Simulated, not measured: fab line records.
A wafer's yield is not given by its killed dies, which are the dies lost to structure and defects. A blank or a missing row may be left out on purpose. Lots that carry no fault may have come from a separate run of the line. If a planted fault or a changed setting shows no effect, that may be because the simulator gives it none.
Matching of chambers ; flow berkeleyCmos170 ; UCB170_SPACER_ETCHBACK_03 on rieDiel-04: 4 sister chambers
The step etches SiO2 in CHF3/CF4/Ar, stops on Si, target depth 376 nm, time 100 s. 14 wafers are shown with their chamber, then 7 later ones without.

## WAFERS PAIRED WITH THEIR CHAMBERS
wafer;chamber;throttleValvePct (%);oesProductAu (a.u.)
L486.1;3;6.63;0.893
L486.5;3;6.64;0.905
L486.6;2;6.57;0.898
L489.1;2;6.56;0.880
L489.2;3;6.62;0.881
L489.3;0;6.33;0.876
L491.2;3;6.62;0.884
L491.3;1;6.52;0.909
L491.5;1;6.51;0.932
L497.2;0;6.34;0.889
L497.5;3;6.62;0.893
L497.6;2;6.57;0.904
L501.3;0;6.32;0.885
L501.4;3;6.61;0.895

SIGNATURES, as means of the wafers listed above
reading;chamber 0;chamber 1;chamber 2;chamber 3;scatter within a chamber
throttleValvePct;6.3300;6.5150;6.5667;6.6233;0.00922
oesProductAu;0.88333;0.92050;0.89400;0.89183;0.0101
Rule: for each reading, subtract the chamber's mean from the wafer's reading, divide by that reading's scatter and square the result; add these up over the readings and take the root, which gives the wafer's distance from the chamber. The wafer belongs to the nearest chamber; if the next one is less than 2 further off, it can't be placed. How the scatter is found: for the shown wafers, subtract from each reading the mean of its chamber, square and add these, divide the total by (wafers less chambers), then take the root.

## WAFERS WHOSE CHAMBER IS MISSING
wafer;throttleValvePct (%);oesProductAu (a.u.)
L501.5;6.62;0.911
L504.3;6.62;0.877
L504.4;6.52;0.886
L504.6;6.64;0.914
L508.1;6.60;0.911
L508.4;6.52;0.888
L508.5;6.33;0.914

## WHICH CHAMBER EACH ONE RAN IN
wafer;from the rows above;in truth
L501.5;3;3
L504.3;3;3
L504.4;can't be placed: 1 or 2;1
L504.6;3;3
L508.1;can't be placed: 3 or 2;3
L508.4;can't be placed: 1 or 2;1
L508.5;0;0
4 of 7 placed correctly. Not placeable from these rows: 3 (in 3, the candidates include the true chamber). Placed wrongly: 0.
